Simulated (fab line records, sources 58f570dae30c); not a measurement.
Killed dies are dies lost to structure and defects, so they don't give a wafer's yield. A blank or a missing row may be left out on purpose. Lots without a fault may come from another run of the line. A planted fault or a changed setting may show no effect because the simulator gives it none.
A struck lot beside a sound one | flow berkeley_cmos170 | 17 steps out of a route of 331
Sound: wafers L528.2, L528.4, L528.6. Struck: wafers L534.1, L534.2, L534.5. The cause comes at the end.
At each step with rows: each side's tool, then ch and its chambers, then its first start. Under that, the readings that differ: sound wafers | struck wafers | difference of the means | sigmas: that difference in standard deviations of wafers without a fault.
alike: readings whose means differ by less than 2 such deviations, and words and numbers that are the same on both sides. not compared: withheld readings, readings that some wafer has no value for, bounds like >300 that may hide the same value, and numbers for which the record gives no deviation and whose values overlap.
The two part at a step that has a row with sigmas, a row that says differs or no value, or rows on one side only. Numbers that don't overlap but have no deviation are shown without sigmas and don't part them. A reading that every wafer of one side lacks parts them only if that side has two wafers or more.

UCB170_NVT_OVL_MEAS_06:
  sound on overlay-02, day 6 15:50; struck on overlay-02, day 8 08:29
  alike: NVT_OVL
then, 1 step without rows for these wafers: UCB170_NVT_IMPLANT_07.
UCB170_NVT_STRIP_08: strips in O2.
  sound on plasma_asher-01 ch 0,1, day 6 16:01; struck on plasma_asher-02 ch 0,1, day 8 08:40
  alike: drypump_motor_current_A, oes_product_au, strip_time_to_endpoint_s
  not compared: rf_hours_counter_h
UCB170_NVT_TW_MEAS_09:
  sound on film_metro-03, day 6 16:07; struck on film_metro-01, day 8 08:46
  reading | sound             | struck            | difference | sigmas
  NVT_TW  | 528.3 524.4 527.5 | 520.2 521.0 520.9 | -6.0       | -2
then, 7 steps without rows for these wafers: UCB170_NVT_CLEAN_10 (cleans in SPM, time 600 s); UCB170_PVT_HMDS_00 (prime time 60 s); UCB170_PVT_COAT_01 (resist thk 900 nm); UCB170_PVT_SOFTBAKE_02 (time 60 s); UCB170_PVT_EXPOSE_03 (exposes mask NWELL, target cd 3000 nm); UCB170_PVT_PEB_04; UCB170_PVT_DEVELOP_05 (develop time 45 s).
UCB170_PVT_OVL_MEAS_06:
  sound on overlay-01, day 6 17:19; struck on overlay-01, day 8 10:45
  alike: PVT_OVL
UCB170_PVT_IMPLANT_07:
  sound on implanter-01 ch 0, day 6 17:22; struck on implanter-01 ch 0, day 8 10:47
  reading                   | sound                | struck               | difference | sigmas
  beam_energy_keV           | 29.999 30.006 29.991 | 32.315 32.305 32.317 | +2.314     | +99 or more
  model.implant.rp_nm (nm)  | 37.24 37.24 37.24    | 39.61 39.61 39.61    | +2.37      |
  model.implant.drp_nm (nm) | 16.56 16.56 16.56    | 17.63 17.63 17.63    | +1.07      |
  alike: end_station_pressure_torr, faraday_current_uA
UCB170_PVT_STRIP_08: strips in O2.
  sound on plasma_asher-01 ch 1, day 6 17:30; struck on plasma_asher-02 ch 0,1, day 8 10:56
  alike: drypump_motor_current_A, oes_product_au, strip_time_to_endpoint_s
  not compared: rf_hours_counter_h
UCB170_PVT_TW_MEAS_09:
  sound on film_metro-01, day 6 17:37; struck on film_metro-04, day 8 11:02
  reading | sound       | struck      | difference | sigmas
  PVT_TW  | 507 507 508 | 524 523 524 | +16        | +4
then, 1 step without rows for these wafers: UCB170_GATE_WET_ETCH_00 (etches SiO2 in dHF, time 200 s).
UCB170_M3_PROBE_99:
  the record has rows for the sound wafers here (prober-02, day 9 18:51) and none for the struck ones

WHERE THEY PART
First at UCB170_NVT_TW_MEAS_09; last, within this record, at UCB170_M3_PROBE_99.

WHY: what the simulator had put in
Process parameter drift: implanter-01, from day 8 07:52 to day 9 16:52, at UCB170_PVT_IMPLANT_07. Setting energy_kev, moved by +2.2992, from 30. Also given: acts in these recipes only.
